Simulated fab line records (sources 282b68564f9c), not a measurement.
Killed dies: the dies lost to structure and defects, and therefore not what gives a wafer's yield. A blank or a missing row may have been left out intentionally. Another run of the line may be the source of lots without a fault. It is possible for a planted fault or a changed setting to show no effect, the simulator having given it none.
Which tool is to blame? + flow ritCmos + 13 lots, 39 wafers sampled, at 3 steps of a route of 202

WHAT THE GAUGES SHOWED, per wafer
RIT_PSD_OVL_MEAS_06. Usual: PSD_OVL gives -0.7 nm (standard deviation 1.6).
| lot  | measured    | on         | PSD_OVL (nm)   | flag |
|------|-------------|------------|----------------|------|
| L492 | day 3 11:40 | overlay-01 | 1.8 3.2 1.7    |      |
| L494 | day 3 20:35 | overlay-02 | 0.0 -3.3 -0.4  |      |
| L495 | day 4 01:08 | overlay-01 | -2.4 -2.5 -2.1 |      |
| L496 | day 4 08:43 | overlay-02 | - - -          | OFF  |
| L499 | day 4 23:37 | overlay-02 | -3.1 -0.5 -2.3 |      |
| L503 | day 6 06:32 | overlay-01 | -0.2 -0.6 -1.3 |      |
| L505 | day 6 12:23 | overlay-02 | -2.0 -0.8 -1.1 |      |
| L506 | day 6 19:50 | overlay-02 | 0.8 -0.2 2.1   |      |
| L507 | day 6 20:19 | overlay-01 | 0.5 -1.0 0.2   |      |
| L509 | day 7 08:38 | overlay-02 | -1.5 -0.8 -1.8 |      |
| L510 | day 7 10:19 | overlay-01 | 0.0 -0.9 1.1   |      |
| L512 | day 7 19:16 | overlay-01 | 0.9 1.6 0.8    |      |
| L513 | day 7 20:59 | overlay-02 | -0.3 -0.1 -0.2 |      |

RIT_PSD_TW_MEAS_10. Usual: PSD_TW gives 3409 (standard deviation 33).
| lot  | measured    | on           | PSD_TW         | flag |
|------|-------------|--------------|----------------|------|
| L492 | day 3 12:10 | filmMetro-01 | 3415 3409 3409 |      |
| L494 | day 3 21:07 | filmMetro-01 | 3431 3418 3408 |      |
| L495 | day 4 01:40 | filmMetro-03 | 3402 3387 3397 |      |
| L496 | day 4 09:14 | filmMetro-01 | 30 30 30       | OFF  |
| L499 | day 5 00:08 | filmMetro-02 | 3462 3462 3486 |      |
| L503 | day 6 07:09 | filmMetro-03 | 3391 3388 3380 |      |
| L505 | day 6 13:04 | filmMetro-03 | 3414 3395 3399 |      |
| L506 | day 6 20:21 | filmMetro-02 | 3452 3475 3468 |      |
| L507 | day 6 20:50 | filmMetro-03 | 3410 3411 3407 |      |
| L509 | day 7 09:09 | filmMetro-02 | 3420 3442 3444 |      |
| L510 | day 7 10:49 | filmMetro-03 | 3413 3400 3398 |      |
| L512 | day 7 19:53 | filmMetro-01 | 3380 3366 3353 |      |
| L513 | day 7 21:32 | filmMetro-03 | 3413 3425 3380 |      |

EACH LOT AND THE TOOL THAT RAN IT (in order: tool; ch and the chambers of the sampled wafers; start)
| lot  | RIT_PSD_EXPOSE_03                 |
|------|-----------------------------------|
| L492 | ilineStepper-01 ch 0, day 3 11:16 |
| L494 | ilineStepper-02 ch 0, day 3 20:12 |
| L495 | ilineStepper-01 ch 0, day 4 00:44 |
| L496 | ilineStepper-01 ch 0, day 4 08:19 |
| L499 | ilineStepper-02 ch 0, day 4 22:57 |
| L503 | ilineStepper-02 ch 0, day 6 06:06 |
| L505 | ilineStepper-02 ch 0, day 6 11:59 |
| L506 | ilineStepper-01 ch 0, day 6 19:26 |
| L507 | ilineStepper-02 ch 0, day 6 19:55 |
| L509 | ilineStepper-01 ch 0, day 7 07:56 |
| L510 | ilineStepper-02 ch 0, day 7 09:55 |
| L512 | ilineStepper-01 ch 0, day 7 18:52 |
| L513 | ilineStepper-01 ch 0, day 7 20:37 |
- RIT_PSD_EXPOSE_03: exposes mask M10, target cd 40900 nm.

WHAT THE TOOLS THEMSELVES READ (means of the sampled wafers that have a number; where no wafer has one, the mark that the record gives instead)
The record holds no such reading with a usual standard deviation.

THE ANSWER, worked out from the rows above alone
Rule: lot off if the mean of its wafers having a number is beyond 3 standard deviations from the usual mean. A lot without any number at a reading at which 4 lots or more have one is off too. The other lots that the step has rows for count as sound. Order of review: gauges by route order, followed by the tools' own readings, for which a lot's mean as printed above is used. The first step at which some lot is off is used, and at that step the reading that is off furthest; a lot without a number counts as furthest.
Off: at RIT_PSD_OVL_MEAS_06 (PSD_OVL), L496. Without a number there: L496.
If a tool, at a process step before that reading, ran all the lots that are off and no sound lot after the first of them, it fits. Not tried: the gauges at RIT_PSD_OVL_MEAS_06; whatever is off there is also off at RIT_PSD_TW_MEAS_10, on other tools, and gauge error can't account for it. Of those tried, none fits.

WHAT THE SIMULATOR PUT IN
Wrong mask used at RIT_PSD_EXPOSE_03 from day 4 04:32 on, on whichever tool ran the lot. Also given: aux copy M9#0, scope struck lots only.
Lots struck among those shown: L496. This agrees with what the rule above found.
